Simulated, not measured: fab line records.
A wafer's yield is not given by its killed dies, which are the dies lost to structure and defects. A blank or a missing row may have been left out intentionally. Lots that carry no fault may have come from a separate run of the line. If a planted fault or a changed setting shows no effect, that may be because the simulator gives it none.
fab line records	flow rit_cmos
[record] lots = 15	wafers = 45	last_day = 7
route steps=202 shown FOX1@21 NWELL@37 PWELL@49 PSD@151 CONTACT@177
lots with no fault: from the same line, run without faults
start_h: hours from the record's opening day to when the first of the lot's shown wafers began	wait_h: how many hours have passed since the lot's step before this one	" same as the row above	L1.1+2: a row that stands for several wafers	- no value, or no start given	* or withheld: withheld	< > ~ a bound
route shown NAME@n: names a module that has steps shown in the file, with the first one's number in the route	usual: average and standard deviation across the fault-free wafers	same: alike in all rows	chamber/n: place in a boat	sites: readings site by site	_std_site: the standard deviation of these	_edge_site: outer sites' mean less inner sites'	radius_mm: how far each site lies from the wafer's centre	mask NAME#n: copy n	behind: the tool/chamber that last shaped the wafer	hold: why the lot was held/for how many hours/how that ended	device: which transistor (n, p or np) failed to switch	end of line: the same wafers' tests at the end of the route	a step without rows: its recipe alone	killed: dies lost to structure and defects at the first sort, not the wafer's yield	map: per-die view of a wafer (x killed, . not killed, _ where there is no die)
set.NAME: the run value of the setting; set.NAME@STEP: its run value at that earlier step	model.NAME: the simulator's own value behind a step, which no gauge read
the route's steps for a sample of lots (tables are steps, rows are wafers)
services: when a tool's chamber went out of use (start_h, in hours from the record's first day, below 0 if earlier), for how many hours, and the reason
[[steps]]
[step RIT_FOX1_THK_MEAS_01]
[recipe] reads = SiO2_of_FOX1_OXIDATION_00
[usual] FOX1_OXIDE_THK = 352/6.8
lot.wafer	tool	chamber	start_h	wait_h	FOX1_OXIDE_THK[nm]
L631.1	film_metro-01	-	27.74	0.0	367
L631.3	"	-	"	"	360
L631.4	"	-	"	"	360
L632.1	film_metro-01	-	31.96	0.0	356
L632.3	"	-	"	"	355
L632.5	"	-	"	"	360
L634.1	film_metro-01	-	41.95	0.0	353
L634.3	"	-	"	"	356
L634.6	"	-	"	"	359
L635.1	film_metro-01	-	48.33	0.0	340
L635.4	"	-	"	"	343
L635.6	"	-	"	"	341
L636.1	film_metro-02	-	51.99	0.0	351
L636.4	"	-	"	"	353
L636.6	"	-	"	"	351
L637.2	film_metro-04	-	56.97	0.0	355
L637.3	"	-	"	"	355
L637.5	"	-	"	"	354
L638.3	film_metro-01	-	61.98	0.0	346
L638.4	"	-	"	"	343
L638.6	"	-	"	"	345
L639.1	film_metro-01	-	66.85	0.0	353
L639.2	"	-	"	"	350
L639.3	"	-	"	"	354
L641.3	film_metro-04	-	76.87	0.0	353
L641.5	"	-	"	"	350
L641.6	"	-	"	"	352
L644.1	film_metro-02	-	91.89	0.0	347
L644.2	"	-	"	"	347
L644.5	"	-	"	"	340
L646.2	film_metro-01	-	101.87	0.0	350
L646.3	"	-	"	"	357
L646.5	"	-	"	"	358
L648.1	film_metro-01	-	111.91	0.0	345
L648.2	"	-	"	"	348
L648.3	"	-	"	"	339
L649.4	film_metro-02	-	118.33	0.0	358
L649.5	"	-	"	"	353
L649.6	"	-	"	"	352
L650.1	film_metro-01	-	122.70	0.0	347
L650.3	"	-	"	"	342
L650.5	"	-	"	"	342
L652.1	film_metro-04	-	131.89	0.0	359
L652.3	"	-	"	"	361
L652.5	"	-	"	"	368
[step RIT_NWELL_STRIP_09]
[recipe] chemistry = O2	time_s = 180	resist = NOVOLAK	platen_temp_c = withheld	power_w = 500	pressure_mtorr = 4000	o2_flow_sccm = 4000
[usual] chamber_pressure_mTorr = 4000/3.8	drypump_motor_current_A = 5.7/0.44
lot.wafer	tool	chamber	start_h	wait_h	chamber_pressure_mTorr	drypump_motor_current_A	rf_hours_counter_h
L631.1	plasma_asher-04	0	31.50	0.1	4004	5.7	39
L631.3	"	0	"	"	4001	5.7	-
L631.4	"	1	"	"	4001	4.9	-
L632.1	plasma_asher-01	1	35.84	0.1	3997	6.3	37
L632.3	"	1	"	"	4001	6.3	-
L632.5	"	1	"	"	3997	6.3	-
L634.1	plasma_asher-04	1	45.70	0.1	4001	4.9	40
L634.3	"	1	"	"	3993	4.9	-
L634.6	"	1	"	"	4000	4.9	-
L635.1	plasma_asher-04	0	52.21	0.1	4002	5.7	41
L635.4	"	0	"	"	4002	5.7	-
L635.6	"	1	"	"	3998	4.9	-
L636.1	plasma_asher-03	0	55.99	0.1	4001	6.1	40
L636.4	"	1	"	"	4012	5.5	-
L636.6	"	0	"	"	4002	6.0	-
L637.2	plasma_asher-01	1	60.71	0.1	4002	6.3	40
L637.3	"	1	"	"	3999	6.3	-
L637.5	"	0	"	"	4001	5.6	-
L638.3	plasma_asher-04	0	65.89	0.1	4003	5.7	-
L638.4	"	1	"	"	3998	4.9	-
L638.6	"	0	"	"	3999	5.7	-
L639.1	plasma_asher-04	1	70.62	0.1	3998	4.9	43
L639.2	"	0	"	"	4003	5.7	43
L639.3	"	1	"	"	4003	4.9	-
L641.3	plasma_asher-04	1	81.51	0.1	3998	5.0	-
L641.5	"	1	"	"	4002	5.0	-
L641.6	"	0	"	"	4000	5.7	-
L644.1	plasma_asher-03	1	95.85	0.1	4001	5.5	45
L644.2	"	0	"	"	3999	6.1	45
L644.5	"	0	"	"	4003	6.1	-
L646.2	plasma_asher-04	1	105.89	0.1	3996	4.9	46
L646.3	"	0	"	"	3999	5.7	-
L646.5	"	0	"	"	3998	5.7	-
L648.1	plasma_asher-01	1	115.65	0.1	-	-	-
L648.2	"	0	"	"	-	-	-
L648.3	"	1	"	"	-	-	-
L649.4	plasma_asher-01	1	122.19	0.1	-	-	-
L649.5	"	1	"	"	-	-	-
L649.6	"	0	"	"	-	-	-
L650.1	plasma_asher-04	1	126.61	0.1	-	-	-
L650.3	"	1	"	"	-	-	-
L650.5	"	1	"	"	-	-	-
L652.1	plasma_asher-03	1	135.72	0.1	4001	5.5	2
L652.3	"	1	"	"	4002	5.5	-
L652.5	"	0	"	"	3999	6.1	-
[step RIT_PWELL_TW_MEAS_10]
[usual] PWELL_TW = 948/7.8
lot.wafer	tool	chamber	start_h	wait_h	PWELL_TW
L631.1	film_metro-01	-	33.41	0.1	950
L631.3	"	-	"	"	953
L631.4	"	-	"	"	950
L632.1	film_metro-01	-	37.85	0.1	952
L632.3	"	-	"	"	949
L632.5	"	-	"	"	952
L634.1	film_metro-03	-	47.43	0.1	952
L634.3	"	-	"	"	947
L634.6	"	-	"	"	954
L635.1	film_metro-02	-	54.19	0.1	936
L635.4	"	-	"	"	947
L635.6	"	-	"	"	940
L636.1	film_metro-03	-	57.84	0.1	950
L636.4	"	-	"	"	951
L636.6	"	-	"	"	947
L637.2	film_metro-01	-	62.73	0.1	953
L637.3	"	-	"	"	952
L637.5	"	-	"	"	947
L638.3	film_metro-01	-	67.70	0.1	949
L638.4	"	-	"	"	950
L638.6	"	-	"	"	946
L639.1	film_metro-02	-	72.47	0.1	942
L639.2	"	-	"	"	939
L639.3	"	-	"	"	941
L641.3	film_metro-03	-	83.32	0.1	957
L641.5	"	-	"	"	957
L641.6	"	-	"	"	957
L644.1	film_metro-02	-	97.80	0.1	935
L644.2	"	-	"	"	935
L644.5	"	-	"	"	934
L646.2	film_metro-01	-	107.75	0.1	950
L646.3	"	-	"	"	955
L646.5	"	-	"	"	957
L648.1	film_metro-01	-	117.38	0.1	30
L648.2	"	-	"	"	30
L648.3	"	-	"	"	30
L649.4	film_metro-02	-	123.89	0.1	29
L649.5	"	-	"	"	29
L649.6	"	-	"	"	29
L650.1	film_metro-03	-	128.36	0.1	30
L650.3	"	-	"	"	30
L650.5	"	-	"	"	30
L652.1	film_metro-01	-	137.57	0.1	937
L652.3	"	-	"	"	940
L652.5	"	-	"	"	941
[step RIT_PSD_STRIP_09]
[recipe] chemistry = O2	time_s = 180	resist = NOVOLAK	platen_temp_c = withheld	power_w = 500	pressure_mtorr = 4000	o2_flow_sccm = 4000
[usual] chamber_pressure_mTorr = 4001/3.4	drypump_motor_current_A = 5.6/0.42
lot.wafer	tool	chamber	start_h	wait_h	chamber_pressure_mTorr	drypump_motor_current_A	rf_hours_counter_h
L631.1	plasma_asher-04	1	58.79	0.1	4003	4.9	42
L631.3	"	1	"	"	4002	4.9	-
L631.4	"	0	"	"	4004	5.7	-
L632.1	plasma_asher-04	0	63.94	0.1	4002	5.7	42
L632.3	"	1	"	"	3998	5.0	-
L632.5	"	0	"	"	4000	5.7	-
L634.1	plasma_asher-03	0	74.27	0.1	4002	6.1	42
L634.3	"	0	"	"	4001	6.1	-
L634.6	"	0	"	"	4003	6.1	-
L635.1	plasma_asher-03	1	79.12	0.1	3995	5.5	43
L635.4	"	1	"	"	4003	5.5	-
L635.6	"	1	"	"	3998	5.5	-
L636.1	plasma_asher-03	1	83.20	0.1	3997	5.5	43
L636.4	"	0	"	"	4001	6.0	-
L636.6	"	1	"	"	4005	5.5	-
L637.2	plasma_asher-01	1	88.42	0.1	4000	6.3	43
L637.3	"	0	"	"	4001	5.5	-
L637.5	"	0	"	"	4002	5.6	-
L638.3	plasma_asher-03	1	94.35	0.1	4002	5.5	-
L638.4	"	0	"	"	3996	6.1	-
L638.6	"	0	"	"	4001	6.1	-
L639.1	plasma_asher-04	1	98.83	0.1	4001	5.0	45
L639.2	"	0	"	"	4005	5.7	45
L639.3	"	0	"	"	4001	5.7	-
L641.3	plasma_asher-01	0	110.06	0.1	4000	5.6	-
L641.5	"	0	"	"	4005	5.6	-
L641.6	"	1	"	"	4003	6.3	-
L644.1	plasma_asher-01	0	126.66	0.1	4002	5.6	47
L644.2	"	1	"	"	4003	6.3	47
L644.5	"	0	"	"	3999	5.6	-
L646.2	plasma_asher-03	0	134.65	0.1	3999	6.1	2
L646.3	"	0	"	"	3994	6.1	-
L646.5	"	0	"	"	4002	6.1	-
L652.1	plasma_asher-04	0	163.04	0.1	3994	5.7	52
L652.3	"	1	"	"	4006	5.0	-
L652.5	"	1	"	"	4002	5.0	-
[step RIT_CONTACT_OVL_MEAS_09]
[usual] CONTACT_OVL = 0.2/1.2
lot.wafer	tool	chamber	start_h	wait_h	CONTACT_OVL[nm]
L631.1	overlay-01	-	62.02	0.1	0.8
L631.3	"	-	"	"	-1.5
L631.4	"	-	"	"	0.1
L632.1	overlay-02	-	66.94	0.1	-1.0
L632.3	"	-	"	"	-0.6
L632.5	"	-	"	"	0.3
L634.1	overlay-01	-	77.26	0.1	1.7
L634.3	"	-	"	"	1.3
L634.6	"	-	"	"	0.6
L635.1	overlay-02	-	82.13	0.1	0.7
L635.4	"	-	"	"	1.3
L635.6	"	-	"	"	1.5
L636.1	overlay-02	-	86.48	0.1	-0.7
L636.4	"	-	"	"	0.1
L636.6	"	-	"	"	-0.8
L637.2	overlay-01	-	91.35	0.1	0.4
L637.3	"	-	"	"	-0.3
L637.5	"	-	"	"	0.7
L638.3	overlay-02	-	97.37	0.1	1.5
L638.4	"	-	"	"	2.1
L638.6	"	-	"	"	1.9
L639.1	overlay-01	-	101.81	0.1	0.8
L639.2	"	-	"	"	0.2
L639.3	"	-	"	"	0.9
L641.3	overlay-01	-	112.89	0.1	-2.3
L641.5	"	-	"	"	-3.4
L641.6	"	-	"	"	-2.1
L644.1	overlay-02	-	129.57	0.1	-0.3
L644.2	"	-	"	"	0.6
L644.5	"	-	"	"	0.0
L646.2	overlay-02	-	137.52	0.1	1.7
L646.3	"	-	"	"	0.7
L646.5	"	-	"	"	-0.3
L652.1	overlay-01	-	165.93	0.1	-0.5
L652.3	"	-	"	"	-1.5
L652.5	"	-	"	"	-2.7
[[services]]
tool	chamber	start_h	hours	kind
plasma_asher-03	-	108.75	9.0	pm
plasma_asher-03	0	108.75	9.0	vent_cycle
plasma_asher-03	1	108.75	9.0	vent_cycle
plasma_asher-03	0	117.75	-	clean
plasma_asher-03	1	117.75	-	clean
plasma_asher-03	-	153.41	2.8	pm
[[key]]
[first_sign] step = RIT_NWELL_STRIP_09	reading = tool_record	direction = missing
[effect] step = RIT_PWELL_TW_MEAS_10	reading = PWELL_TW	direction = down	sigmas = 99+	usual = 948	struck = 30
met_at RIT_NWELL_STRIP_09
struck_lots L648,L649,L650
later_rows_left_out L648.1,L648.2,L648.3,L649.4,L649.5,L649.6,L650.1,L650.3,L650.5
sort_left_out L648.1,L648.2,L648.3,L649.4,L649.5,L649.6,L650.1,L650.3,L650.5
tester_left_out L648,L649,L650
not_acting_at RIT_FOX1_THK_MEAS_01,RIT_PSD_STRIP_09,RIT_CONTACT_OVL_MEAS_09
onset_between 105.89 115.65
[fault] kind = skipped_step_whole	tool = plasma_asher-01,plasma_asher-04	chamber = -	onset_h = 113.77	steps = RIT_NWELL_STRIP_09	scope = struck_lots_only
// tester_left_out: of these lots the tester's yield and bins aren't shown, on N5 and GAA mostly nor the transistor test; their killed dies are dies lost to structure and defects alone, not to doping, threshold or leakage, so they don't give the yield
// sort_left_out: the simulated sort isn't trusted on such a fault, so these wafers' sort isn't shown, and their yield isn't known
// later_rows_left_out: the simulator's readings of these wafers behind a module that went badly wrong aren't trusted and aren't shown, but for the sort
